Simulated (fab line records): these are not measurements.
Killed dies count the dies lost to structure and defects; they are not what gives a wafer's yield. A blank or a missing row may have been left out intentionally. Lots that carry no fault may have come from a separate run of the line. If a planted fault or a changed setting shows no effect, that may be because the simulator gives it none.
Problem report, 8D (eight disciplines) form, completed by code || flow berkeleyCmos170 || the parts of the form that need people (team, actions taken, sign-off) are left out

## 1. WHAT WENT WRONG
V2_POLISHED_THK at UCB170_V2_THK_MEAS_04 reads a mean of 925.3 nm on 9 wafers of 3 lots; wafers without a fault read 999.8 nm with a standard deviation of 1.3. Measured from the usual mean, that is -57 standard deviations.
First observed at day 13 17:04: wafer L417.2, on filmMetro-03. The record holds 45 wafers of 15 lots with a number at this step. By rule, "out" or "out of limits" means more than 4 standard deviations away from the usual mean. Any other wafer with a number is counted as sound.

## 2. WHAT IT IS; WHAT IT IS NOT
{"question": "which readings at this step", "is": "V2_POLISHED_THK", "is not": "-"}
{"question": "which lots", "is": "L416, L417, L419", "is not": "L397, L398, L399, L400, L402, L403, L404, L405, L407, L408, L409, L415"}
{"question": "which wafers of those lots", "is": "all that have a number", "is not": "-"}
{"question": "read on which gauges", "is": "filmMetro-03, filmMetro-04", "is not": "filmMetro-02"}
{"question": "when", "is": "from day 13 17:04", "is not": "up to then (36 sound wafers)"}

## 3. SUSPECTS, AND WHAT RULES EACH OUT
Counting: a tool at a process step up to the reading stays a suspect if it ran every lot that is out and no sound lot after the first of them.
- the gauge at UCB170_V2_THK_MEAS_04 is ruled out. 2 gauges (filmMetro-03, filmMetro-04) read the wafers that are out.
- cmp-01 at UCB170_V2_CMP_02 (polishes SiO2): kept. It processed each lot that is out, first L417 at day 13 16:41, and no sound lot thereafter; up to then, the last sound lot it processed was L409 at day 11 13:10.
After counting, what remains is cmp-01 at UCB170_V2_CMP_02.

## 4. THE CAUSE (what the simulator had put in)
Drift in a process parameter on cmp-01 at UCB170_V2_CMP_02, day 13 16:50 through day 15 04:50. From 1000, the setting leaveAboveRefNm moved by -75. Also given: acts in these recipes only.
This tool alone remained once counting was done.

## 5. THE EFFECT CHAIN, in route order
Each row: a reading where the mean over the struck wafers with a number is more than 3 standard deviations away from the usual. Only readings whose record carries a usual standard deviation are examined. hours: median over the lots of the time between each lot's start at the first step of this table that gives one and its start at this step. sigmas: the change, counted in usual standard deviations.
{"hours": 0, "step": "UCB170_V2_THK_MEAS_04", "reading": "V2_POLISHED_THK", "usual": "999.8 nm", "on struck wafers": 925.3, "change": -74.5, "sigmas": -57}
At these later measuring or inspecting steps, every struck wafer for which the step has a row has a number for every such reading, and none has moved that far: UCB170_M3_THK_MEAS_03.

## 6. HOW IT WOULD HAVE BEEN CAUGHT EARLIER
In this record the first reading out of limits at a measuring or inspecting step was taken at day 13 17:04, 0 hours after the fault began at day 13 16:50.
No tool reading at UCB170_V2_CMP_02 that has a usual standard deviation in the record was out on any struck wafer, so an alarm limit of 4 standard deviations on those readings would not have fired.
Among the 3 lots that are out, L419 began UCB170_V2_CMP_02 on cmp-01 after day 13 17:04. Holding the tool at that time would have saved it.
